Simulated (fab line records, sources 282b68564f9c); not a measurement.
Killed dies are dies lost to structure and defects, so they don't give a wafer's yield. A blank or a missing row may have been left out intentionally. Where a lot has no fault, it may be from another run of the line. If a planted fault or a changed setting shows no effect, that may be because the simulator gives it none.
What tool caused it?	flow rit-cmos	Sampling: 7 lots, 21 wafers, 2 of 202 route steps

## WHAT THE GAUGES READ, wafer by wafer
RIT_SPACER_THK_MEAS_04.
lot	measured	on	SPACER_NITRIDE_THK (nm)
L482	day 3 07:25	film-metro-02	251.4 250.9 249.5
L485	day 3 20:17	film-metro-03	252.5 249.2 251.2
L487	day 4 07:10	film-metro-02	247.7 249.0 247.9
L489	day 5 01:53	film-metro-04	502.2 499.5 497.5 502.2 499.2 497.6
L494	day 6 14:22	film-metro-03	248.5 246.5 247.8
L501	day 7 16:28	film-metro-04	248.2 249.2 247.5
L500	day 7 16:11	film-metro-03	246.4 248.9 248.1

## EACH LOT AND THE TOOL THAT RAN IT (in order: tool; ch and the chambers of the sampled wafers; start)
lot	RIT_SPACER_CVD_03
L482	lpcvd-01 ch 1, day 3 05:30
L485	lpcvd-01 ch 1, day 3 18:22
L487	lpcvd-01 ch 1, day 4 05:14
L489	lpcvd-02 ch 0, day 4 21:53 and lpcvd-01 ch 0, day 4 23:58
L494	lpcvd-01 ch 0, day 6 12:25
L501	lpcvd-02 ch 1, day 7 14:32
L500	lpcvd-01 ch 1, day 7 14:14
- RIT_SPACER_CVD_03: deposits Si3N4 from SiH2Cl2/NH3, target thk 250 nm, time 3300 s.

## THE ANSWER, worked out from the rows above alone
Rule: what is usual is taken from the lots themselves. Put in order of their means at a reading, lots are off if they are a third of the lots or fewer, leave a main group of 4 or more, and stand apart from it by a gap of 3 or more times the standard deviation of the main group's means; of several such gaps the widest counts. A main group is skipped when, at the precision printed for the reading in the tables above, its means are all equal. Also off: a lot with no number at a reading for which 4 or more lots have one. Where the step has rows for the other lots, those lots are counted as sound.
Off: at RIT_SPACER_THK_MEAS_04 (SPACER_NITRIDE_THK), L489. The main group has a mean of 248.9 nm with a standard deviation of 1.3.
If a tool, at a process step before that reading, ran all the lots that are off and no sound lot after the first of them, it fits. Those tools and the gauges at RIT_SPACER_THK_MEAS_04 are tried in the same way. Of those tried, none fits.

## WHAT WAS PUT IN BY THE SIMULATOR
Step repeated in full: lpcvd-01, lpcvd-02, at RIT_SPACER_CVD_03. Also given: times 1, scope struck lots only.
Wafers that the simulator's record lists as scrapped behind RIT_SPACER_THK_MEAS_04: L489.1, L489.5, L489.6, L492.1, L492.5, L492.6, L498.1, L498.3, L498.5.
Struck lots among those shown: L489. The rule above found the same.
